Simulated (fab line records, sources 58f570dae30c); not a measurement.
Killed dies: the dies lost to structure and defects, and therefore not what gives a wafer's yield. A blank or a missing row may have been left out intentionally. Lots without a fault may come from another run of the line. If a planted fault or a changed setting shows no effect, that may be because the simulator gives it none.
Which tool did it? | flow berkeley_cmos170 | 7 lots (21 wafers sampled), 1 step of a 331-step route

## WHAT THE GAUGES SHOWED, per wafer
UCB170_NWELL_THK_MEAS_02.
lot  | measured    | on            | NWELL_OXIDE_THK (nm)
L140 | day 2 13:55 | film_metro-04 | 26.5 26.5 26.5
L142 | day 3 01:36 | film_metro-03 | 26.7 26.3 26.3
L146 | day 3 21:59 | film_metro-04 | 27.7 27.6 27.9
L150 | day 5 00:17 | film_metro-04 | 26.2 26.2 26.0
L154 | day 5 19:50 | film_metro-02 | 26.2 25.8 26.1
L156 | day 5 19:50 | film_metro-04 | 26.1 26.0 26.0
L159 | day 6 10:03 | film_metro-04 | 26.8 26.4 27.0

## EACH LOT AND THE TOOL THAT RAN IT (in order: tool; ch and the chambers of the sampled wafers; start)
There is no process step in the record ahead of these readings.

## THE ANSWER, worked out from the rows above alone
Rule: what is usual is taken from the lots themselves. Put in order of their means at a reading, lots are off if they are a third of the lots or fewer, leave a main group of 4 or more, and stand apart from it by a gap of 3 or more times the standard deviation of the main group's means; of several such gaps the widest counts. A main group whose means are all the same, to the digits that the tables above print for the reading, isn't used. Also off: a lot with no number at a reading for which 4 or more lots have one. Where the step has rows for the other lots, those lots are counted as sound.
Off: L146, seen at UCB170_NWELL_THK_MEAS_02 (NWELL_OXIDE_THK). Mean 26.3 nm and standard deviation 0.26 in the main group.
If a tool, at a process step before that reading, ran all the lots that are off and no sound lot after the first of them, it fits. The gauges at UCB170_NWELL_THK_MEAS_02 are tried like those tools. No candidate that was tried fits.

## WHAT WAS PUT IN BY THE SIMULATOR
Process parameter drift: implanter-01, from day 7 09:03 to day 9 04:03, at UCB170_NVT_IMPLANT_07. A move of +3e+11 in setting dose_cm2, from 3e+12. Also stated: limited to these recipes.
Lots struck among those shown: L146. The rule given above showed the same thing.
